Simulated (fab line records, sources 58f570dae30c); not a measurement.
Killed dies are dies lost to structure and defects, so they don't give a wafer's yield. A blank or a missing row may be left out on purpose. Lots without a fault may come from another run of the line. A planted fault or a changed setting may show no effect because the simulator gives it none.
fab line records | flow berkeley_cmos170
record lots=14 wafers=42 last_day=12
route steps=331 shown NSD@191 CONTACT@234 V1@267
lots that met no fault: from a run of the same line without faults
start_h: hours from the record's first day to the start of the lot's first wafer shown | wait_h: hours since the lot's step before | " the same as in the row above | L1.1+2: a row that stands for several wafers | - no value, or no start given | * or withheld: withheld | < > ~ a bound
route shown NAME@n: a module of which the file shows steps, and the number in the route of the first | usual: mean/standard deviation of fault-free wafers | same: alike in all rows | chamber/n: place in a boat | sites: the reading at each site | _std_site: their standard deviation | _edge_site: outer sites' mean less inner sites' | radius_mm: how far each site lies from the wafer's centre | mask NAME#n: copy n | behind: the tool/chamber that last shaped the wafer | hold: why the lot was held/for how many hours/how that ended | device: the transistor (n, p or np) that didn't switch | end of line: the same wafers' tests at the end of the route | a step without rows: its recipe alone | killed: dies lost to structure and defects at the first sort, not the wafer's yield | map: a wafer's dies, x killed, . not, _ none there
set.NAME: the setting as run; set.NAME@STEP: as run at that earlier step | model.NAME: the simulator's own value behind a step, which no gauge read
steps of the route over a sample of lots; a table a step, a row a wafer
services: from which hour (start_h, from the record's first day; less than 0 if before it) a tool's chamber was out of use, for how many hours, and why
## steps
# step UCB170_NSD_PEB_04
# recipe peb_temp_c=130 peb_time_s=withheld resist=KrF
# usual exhaust_pa=44.9/0.8 plate_sensor_t_centre_C=131.41/0.0092 plate_sensor_t_edge_C=131.53/0.01
# columns lot.wafer tool chamber start_h wait_h exhaust_pa plate_sensor_t_centre_C plate_sensor_t_edge_C
L842.1 litho_track-01 0 146.63 0.1 44.8 131.4 131.54
L842.2 " 0 " " 44.4 131.43 131.53
L842.6 " 0 " " 44.8 131.4 131.52
L841.2 litho_track-02 0 147.18 0.1 46.2 131.41 131.54
L841.5 " 0 " " 44.6 131.42 131.54
L841.6 " 0 " " 44.4 131.41 131.53
L843.3 litho_track-01 0 147.52 0.1 45.3 131.41 131.54
L843.4 " 0 " " 44.0 131.4 131.54
L843.6 " 0 " " 45.9 131.4 131.54
L845.1 litho_track-01 0 158.63 0.1 44.2 131.41 131.54
L845.3 " 0 " " 43.5 131.4 131.54
L845.5 " 0 " " 43.4 131.4 131.53
L844.2 litho_track-02 0 158.86 0.2 44.7 131.42 131.53
L844.3 " 0 " " 46.1 131.42 131.54
L844.4 " 0 " " 45.1 131.42 131.55
L846.2 litho_track-01 0 159.10 0.1 42.7 131.43 131.55
L846.3 " 0 " " 43.7 131.41 131.53
L846.5 " 0 " " 44.5 131.42 131.53
L851.2 litho_track-01 0 201.12 0.4 44.1 131.4 131.54
L851.4 " 0 " " 45.0 131.42 131.51
L851.5 " 0 " " 44.7 131.4 131.53
L854.1 litho_track-01 0 213.67 0.1 44.1 131.4 131.55
L854.4 " 0 " " 44.3 131.4 131.52
L854.5 " 0 " " 43.9 131.41 131.51
L856.1 litho_track-01 0 219.64 0.3 45.9 131.39 131.53
L856.3 " 0 " " 46.1 131.39 131.52
L856.5 " 0 " " 46.5 131.4 131.54
L857.2 litho_track-02 0 219.87 0.3 45.1 131.41 131.55
L857.5 " 0 " " 44.7 131.41 131.53
L857.6 " 0 " " 44.5 131.41 131.53
L859.1 litho_track-02 0 224.18 0.1 46.0 131.4 131.53
L859.5 " 0 " " 44.5 131.4 131.52
L859.6 " 0 " " 43.8 131.4 131.53
L860.1 litho_track-04 0 224.51 0.1 43.9 131.4 131.54
L860.2 " 0 " " 43.4 131.41 131.53
L860.4 " 0 " " 44.1 131.4 131.53
L861.4 litho_track-04 0 247.11 0.4 44.3 131.39 131.53
L861.5 " 0 " " 45.9 131.41 131.52
L861.6 " 0 " " 46.0 131.41 131.55
L864.2 litho_track-04 0 263.62 0.1 44.4 131.41 131.53
L864.4 " 0 " " 45.2 131.41 131.54
L864.5 " 0 " " 44.7 131.41 131.52
# step UCB170_NSD_IMPLANT_08
# recipe species=P dose_cm2=3e+15 energy_kev=40 tilt_deg=7
# usual dose_ions_cm2=2.9994e+15/2.5e+12 end_station_pressure_torr=1.27e-05/5.5e-07 faraday_current_uA=9260/180
# columns lot.wafer tool chamber start_h wait_h dose_ions_cm2 end_station_pressure_torr faraday_current_uA
L842.1 implanter-01 0 147.07 0.0 3.002e+15 1.19e-05 9439
L842.2 " 0 " " 3.0019e+15 1.27e-05 9092
L842.6 " 0 " " 3e+15 1.23e-05 9297
L841.2 implanter-01 0 147.61 0.0 3.0023e+15 1.19e-05 9564
L841.5 " 0 " " 2.9991e+15 1.23e-05 9413
L841.6 " 0 " " 2.9991e+15 1.33e-05 9138
L843.3 implanter-03 0 147.95 0.1 2.9979e+15 1.34e-05 9426
L843.4 " 0 " " 3.0034e+15 1.38e-05 9329
L843.6 " 0 " " 2.9982e+15 1.22e-05 9095
L845.1 implanter-04 0 159.06 0.0 3.0029e+15 1.24e-05 9270
L845.3 " 0 " " 2.9993e+15 1.28e-05 9342
L845.5 " 0 " " 3.0005e+15 1.36e-05 9112
L844.2 implanter-01 0 159.29 0.0 2.9995e+15 1.28e-05 9042
L844.3 " 0 " " 3.001e+15 1.27e-05 9338
L844.4 " 0 " " 2.9953e+15 1.28e-05 8628
L846.2 implanter-03 0 159.54 0.0 2.9978e+15 1.21e-05 9159
L846.3 " 0 " " 2.9992e+15 1.22e-05 9245
L846.5 " 0 " " 3.0038e+15 1.27e-05 9381
L851.2 implanter-03 0 201.55 0.0 2.0982e+15 1e-05 6517
L851.4 " 0 " " 2.0982e+15 1.05e-05 6778
L851.5 " 0 " " 2.1029e+15 1.1e-05 6522
L854.1 implanter-03 0 214.49 0.0 2.1015e+15 1.1e-05 6369
L854.4 " 0 " " 2.0979e+15 1.04e-05 6515
L854.5 " 0 " " 2.1016e+15 9.9e-06 6582
L856.1 implanter-01 0 220.07 0.0 2.9961e+15 1.36e-05 9249
L856.3 " 0 " " 2.9979e+15 1.31e-05 9290
L856.5 " 0 " " 2.9984e+15 1.25e-05 9307
L857.2 implanter-04 0 220.34 0.0 3.0029e+15 1.23e-05 9422
L857.5 " 0 " " 3.0001e+15 1.24e-05 9350
L857.6 " 0 " " 3.0067e+15 1.27e-05 9152
L859.1 implanter-01 0 224.61 0.0 3.0011e+15 1.33e-05 9223
L859.5 " 0 " " 2.9978e+15 1.29e-05 9155
L859.6 " 0 " " 3.0001e+15 1.22e-05 9235
L860.1 implanter-04 0 224.94 0.0 3.0037e+15 1.12e-05 9594
L860.2 " 0 " " 3.0005e+15 1.3e-05 9206
L860.4 " 0 " " 3.0008e+15 1.36e-05 9281
L861.4 implanter-04 0 247.54 0.1 3.0016e+15 1.31e-05 9013
L861.5 " 0 " " 3.0032e+15 1.26e-05 9310
L861.6 " 0 " " 3.0014e+15 1.35e-05 9695
L864.2 implanter-01 0 264.13 0.0 2.994e+15 1.15e-05 9170
L864.4 " 0 " " 3.0008e+15 1.2e-05 8955
L864.5 " 0 " " 3.0011e+15 1.28e-05 9166
# step UCB170_NSD_STRIP_09
# recipe chemistry=O2 power_w=400 pressure_mtorr=3500 platen_temp_c=withheld o2_flow_sccm=400 overash_fraction=0.5
# usual drypump_motor_current_A=5.87/0.21 oes_product_au=0.534/0.0049 strip_time_to_endpoint_s=35.82/0.081
# same overash_fraction=0.5
# columns lot.wafer tool chamber start_h wait_h drypump_motor_current_A oes_product_au rf_hours_counter_h strip_time_to_endpoint_s
L842.1 plasma_asher-04 0 147.22 0.1 5.83 0.541 46 35.74
L842.2 " 1 " " 5.68 0.542 46 35.65
L842.6 " 1 " " 5.64 0.534 - 35.67
L841.2 plasma_asher-02 1 147.73 0.1 5.65 0.529 1 35.84
L841.5 " 1 " " 5.64 0.525 - 35.79
L841.6 " 0 " " 5.97 0.539 - 35.82
L843.3 plasma_asher-04 1 148.08 0.1 5.66 0.532 - 35.85
L843.4 " 0 " " 5.84 0.535 - 35.85
L843.6 " 1 " " 5.63 0.539 - 35.81
L845.1 plasma_asher-04 1 159.21 0.1 5.66 0.533 47 35.75
L845.3 " 1 " " 5.66 0.537 - 35.77
L845.5 " 1 " " 5.64 0.530 - 35.65
L844.2 plasma_asher-01 1 159.42 0.1 6.24 0.528 46 35.96
L844.3 " 1 " " 6.27 0.537 - 35.97
L844.4 " 0 " " 6.03 0.538 - 35.89
L846.2 plasma_asher-04 0 159.66 0.1 5.84 0.532 47 35.76
L846.3 " 0 " " 5.81 0.536 - 35.80
L846.5 " 1 " " 5.63 0.535 - 35.79
L851.2 plasma_asher-02 1 201.68 0.1 5.61 0.557 7 32.53
L851.4 " 0 " " 5.98 0.564 - 32.45
L851.5 " 0 " " 6.00 0.555 - 32.53
L854.1 plasma_asher-01 0 214.64 0.1 6.00 0.550 52 32.45
L854.4 " 1 " " 6.27 0.566 - 32.45
L854.5 " 1 " " 6.25 0.564 - 32.47
L856.1 plasma_asher-04 1 220.22 0.1 5.70 0.525 54 35.98
L856.3 " 1 " " 5.69 0.530 - 35.84
L856.5 " 1 " " 5.70 0.529 - 35.88
L857.2 plasma_asher-02 0 220.46 0.1 5.98 0.535 9 35.74
L857.5 " 0 " " 5.98 0.533 - 35.81
L857.6 " 1 " " 5.60 0.540 - 35.75
L859.1 plasma_asher-01 0 224.76 0.1 5.99 0.538 53 35.76
L859.5 " 0 " " 5.98 0.535 - 35.86
L859.6 " 1 " " 6.26 0.530 - 35.82
L860.1 plasma_asher-01 1 225.09 0.1 6.24 0.542 54 35.98
L860.2 " 0 " " 6.03 0.528 54 35.92
L860.4 " 1 " " 6.24 0.531 - 35.94
L861.4 plasma_asher-02 0 247.65 0.1 5.97 0.539 - 35.82
L861.5 " 0 " " 5.99 0.530 - 35.82
L861.6 " 1 " " 5.63 0.529 - 35.90
L864.2 plasma_asher-02 0 264.25 0.1 5.98 0.524 14 35.78
L864.4 " 1 " " 5.62 0.536 - 35.80
L864.5 " 0 " " 5.98 0.538 - 35.76
# step UCB170_NSD_TW_MEAS_10
# usual NSD_TW=4214/43
# columns lot.wafer tool chamber start_h wait_h NSD_TW
L842.1 film_metro-04 - 147.33 0.1 4215
L842.2 " - " " 4256
L842.6 " - " " 4223
L841.2 film_metro-02 - 147.84 0.1 4169
L841.5 " - " " 4166
L841.6 " - " " 4168
L843.3 film_metro-01 - 148.17 0.1 4245
L843.4 " - " " 4235
L843.6 " - " " 4241
L845.1 film_metro-02 - 159.31 0.1 4178
L845.3 " - " " 4163
L845.5 " - " " 4156
L844.2 film_metro-04 - 159.53 0.1 4269
L844.3 " - " " 4255
L844.4 " - " " 4220
L846.2 film_metro-01 - 159.77 0.1 4239
L846.3 " - " " 4239
L846.5 " - " " 4230
L851.2 film_metro-04 - 201.79 0.1 4102
L851.4 " - " " 4071
L851.5 " - " " 4077
L854.1 film_metro-04 - 214.74 0.1 4063
L854.4 " - " " 4089
L854.5 " - " " 4056
L856.1 film_metro-04 - 220.32 0.1 4225
L856.3 " - " " 4264
L856.5 " - " " 4249
L857.2 film_metro-04 - 220.57 0.1 4231
L857.5 " - " " 4229
L857.6 " - " " 4246
L859.1 film_metro-04 - 224.86 0.1 4244
L859.5 " - " " 4247
L859.6 " - " " 4243
L860.1 film_metro-04 - 225.19 0.1 4248
L860.2 " - " " 4253
L860.4 " - " " 4259
L861.4 film_metro-02 - 247.75 0.1 4111
L861.5 " - " " 4145
L861.6 " - " " 4131
L864.2 film_metro-04 - 264.36 0.1 4237
L864.4 " - " " 4220
L864.5 " - " " 4230
# step UCB170_SDANNEAL_RS_MEAS_03
# recipe thk_meas_gauge=four-point-probe
# usual NSD_RS=37.28/0.1
# columns lot.wafer tool chamber start_h wait_h NSD_RS[ohm/sq]
L842.1 film_metro-02 - 148.71 0.1 37.51
L842.2 " - " " 37.57
L842.6 " - " " 37.55
L841.2 film_metro-01 - 149.55 0.1 37.37
L841.5 " - " " 37.25
L841.6 " - " " 37.24
L843.3 film_metro-04 - 149.92 0.1 37.24
L843.4 " - " " 37.24
L843.6 " - " " 37.30
L845.1 film_metro-04 - 160.52 0.1 37.20
L845.3 " - " " 37.28
L845.5 " - " " 37.28
L844.2 film_metro-02 - 161.07 0.1 37.14
L844.3 " - " " 37.11
L844.4 " - " " 37.18
L846.2 film_metro-01 - 161.26 0.1 37.39
L846.3 " - " " 37.40
L846.5 " - " " 37.43
L851.2 film_metro-01 - 203.74 0.1 45.28
L851.4 " - " " 45.41
L851.5 " - " " 45.19
L854.1 film_metro-01 - 215.97 0.1 45.34
L854.4 " - " " 45.34
L854.5 " - " " 45.25
L856.1 film_metro-04 - 221.61 0.1 37.08
L856.3 " - " " 37.13
L856.5 " - " " 37.10
L857.2 film_metro-04 - 222.29 0.1 37.28
L857.5 " - " " 37.25
L857.6 " - " " 37.29
L859.1 film_metro-04 - 226.40 0.1 37.28
L859.5 " - " " 37.29
L859.6 " - " " 37.21
L860.1 film_metro-01 - 226.85 0.1 37.26
L860.2 " - " " 37.23
L860.4 " - " " 37.26
L861.4 film_metro-04 - 249.40 0.1 37.14
L861.5 " - " " 37.12
L861.6 " - " " 37.07
L864.2 film_metro-04 - 265.65 0.1 37.22
L864.4 " - " " 37.17
L864.5 " - " " 37.18
# step UCB170_CONTACT_ETCH_18
# recipe chemistry=CHF3/CF4/Ar target=PSG stop_on=TiSi2 CHF3_flow_sccm=45 cf4_flow_sccm=15 Ar_flow_sccm=150 pressure_mtorr=200 rf_w=700 target_depth_a=8400 over_etch_frac=0.2 time_s=195
# usual drypump_motor_current_A=5.47/0.28 oes_product_au=0.892/0.014 throttle_valve_pct=6.97/0.12
# columns lot.wafer tool chamber start_h wait_h drypump_motor_current_A oes_product_au rf_hours_counter_h throttle_valve_pct
L841.2 rie_diel-04 3 - - 5.06 0.880 15 7.00
L841.5 " 0 " " 5.40 0.908 - 6.94
L841.6 " 3 " " 5.07 0.874 - 7.00
L842.1 rie_diel-01 3 - - 5.56 0.907 70 7.10
L842.2 " 2 " " 5.75 0.893 114 6.90
L842.6 " 2 " " 5.77 0.897 - 6.88
L843.3 rie_diel-04 0 - - 5.40 0.903 70 6.92
L843.4 " 3 " " 5.08 0.887 15 7.01
L843.6 " 1 " " 5.55 0.896 - 7.16
L846.2 rie_diel-04 2 - - 5.62 0.893 75 6.81
L846.3 " 3 " " 5.08 0.884 16 7.00
L846.5 " 3 " " 5.05 0.892 - 7.01
L844.2 rie_diel-03 2 - - 5.94 0.906 135 7.01
L844.3 " 3 " " 5.33 0.875 50 7.10
L844.4 " 0 " " 5.80 0.875 136 6.75
L845.1 rie_diel-01 0 - - 4.92 0.900 39 6.82
L845.3 " 2 " " 5.76 0.899 115 6.89
L845.5 " 0 " " 4.91 0.894 - 6.83
L851.2 rie_diel-04 2 - - 5.61 0.879 77 6.81
L851.4 " 2 " " 5.58 0.876 - 6.82
L851.5 " 1 " " 5.55 0.890 - 7.13
L854.1 rie_diel-03 1 - - 5.37 0.879 23 7.07
L854.4 " 3 " " 5.34 0.873 52 7.07
L854.5 " 3 " " 5.33 0.865 - 7.09
L856.1 rie_diel-04 0 - - 5.40 0.900 74 6.93
L856.3 " 1 " " 5.57 0.898 128 7.15
L856.5 " 2 " " 5.60 0.876 - 6.81
L857.2 rie_diel-03 2 - - 5.93 0.907 138 7.01
L857.5 " 0 " " 5.84 0.880 - 6.76
L857.6 " 1 " " 5.36 0.894 - 7.09
L859.1 rie_diel-01 2 - - 5.75 0.904 118 6.89
L859.5 " 2 " " 5.74 0.898 - 6.90
L859.6 " 3 " " 5.55 0.905 - 7.07
L860.1 rie_diel-01 3 - - 5.56 0.899 74 7.09
L860.2 " 1 " " 5.26 0.903 123 7.02
L860.4 " 2 " " 5.75 0.901 118 6.90
L861.4 rie_diel-04 3 - - 5.07 0.881 - 7.01
L861.5 " 2 " " 5.60 0.880 - 6.83
L861.6 " 1 " " 5.54 0.901 - 7.13
L864.2 rie_diel-03 0 - - 5.82 0.892 1 6.75
L864.4 " 1 " " 5.33 0.878 - 7.06
L864.5 " 0 " " 5.84 0.906 - 6.75
# step UCB170_V1_OVL_MEAS_13
# usual V1_OVL=4/5.1
# columns lot.wafer tool chamber start_h wait_h V1_OVL[nm]
L841.2 overlay-01 - 165.51 0.1 -4
L841.5 " - " " -1
L841.6 " - " " -3
L842.1 overlay-02 - 166.37 0.1 0
L842.2 " - " " 4
L842.6 " - " " 7
L843.3 overlay-01 - 166.62 0.1 17
L843.4 " - " " 15
L843.6 " - " " 12
L846.2 overlay-02 - 177.35 0.1 7
L846.3 " - " " 9
L846.5 " - " " 8
L844.2 overlay-02 - 177.59 0.1 6
L844.3 " - " " 7
L844.4 " - " " -1
L845.1 overlay-01 - 177.82 0.1 5
L845.3 " - " " 5
L845.5 " - " " 4
L851.2 overlay-02 - 220.16 0.1 -2
L851.4 " - " " -4
L851.5 " - " " 4
L854.1 overlay-02 - 233.29 0.1 -3
L854.4 " - " " -3
L854.5 " - " " 4
L856.1 overlay-02 - 233.41 0.1 -1
L856.3 " - " " -3
L856.5 " - " " -3
L857.2 overlay-01 - 239.90 0.1 4
L857.5 " - " " 6
L857.6 " - " " 3
L859.1 overlay-02 - 240.10 0.1 9
L859.5 " - " " 8
L859.6 " - " " 3
L860.1 overlay-02 - 242.42 0.1 5
L860.2 " - " " 7
L860.4 " - " " 3
L861.4 overlay-02 - 262.86 0.1 5
L861.5 " - " " 3
L861.6 " - " " 6
L864.2 overlay-01 - 285.84 0.1 4
L864.4 " - " " 2
L864.5 " - " " 4
## services
# columns tool chamber start_h hours kind
plasma_asher-02 - 122.85 15.6 pm
rie_diel-03 3 126.86 6.4 repair
implanter-04 - 129.85 3.3 pm
implanter-04 - 147.30 6.0 repair
implanter-03 - 148.21 1.0 repair
rie_diel-03 0 153.65 5.4 repair
implanter-03 - 175.17 1.5 repair
rie_diel-01 0 175.24 6.2 repair
rie_diel-04 3 198.17 42.6 repair
implanter-01 - 203.05 3.4 pm
rie_diel-03 - 221.34 0.3 repair
rie_diel-03 3 231.53 5.3 repair
rie_diel-03 0 241.29 - clean
rie_diel-03 0 241.29 25.9 scheduled_down
rie_diel-03 0 241.29 25.9 vent_cycle
plasma_asher-02 - 241.74 2.8 pm
implanter-01 - 244.28 3.7 pm
rie_diel-01 1 246.04 6.4 repair
rie_diel-03 - 249.81 0.5 repair
rie_diel-03 2 267.17 - clean
rie_diel-03 2 267.17 18.7 scheduled_down
rie_diel-03 2 267.17 18.7 vent_cycle
## key
first_sign step=UCB170_NSD_IMPLANT_08 reading=dose_ions_cm2 direction=down sigmas=99+ usual=2.9994e+15 struck=2.1001e+15
effect step=UCB170_NSD_IMPLANT_08 reading=faraday_current_uA direction=down sigmas=15 usual=9260 struck=6547
effect step=UCB170_NSD_STRIP_09 reading=strip_time_to_endpoint_s direction=down sigmas=41 usual=* struck=*
effect step=UCB170_NSD_TW_MEAS_10 reading=NSD_TW direction=down sigmas=3.2 usual=4214 struck=4076
effect step=UCB170_SDANNEAL_RS_MEAS_03 reading=NSD_RS direction=up sigmas=77 usual=37.28 struck=45.30
met_at UCB170_NSD_IMPLANT_08
struck_lots L851,L854
tester_left_out L851,L854
not_acting_at UCB170_NSD_PEB_04,UCB170_CONTACT_ETCH_18,UCB170_V1_OVL_MEAS_13
onset_between 159.54 201.55
fault kind=process_parameter_drift tool=implanter-03 chamber=- onset_h=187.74 steps=UCB170_NSD_IMPLANT_08 channel=dose_cm2 offset=-9e+14 shape=step end_h=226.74 acts_in=these_recipes_only stated=3e+15
# tester_left_out: of these lots the tester's yield and bins aren't shown, on N5 and GAA mostly nor the transistor test; their killed dies are dies lost to structure and defects alone, not to doping, threshold or leakage, so they don't give the yield
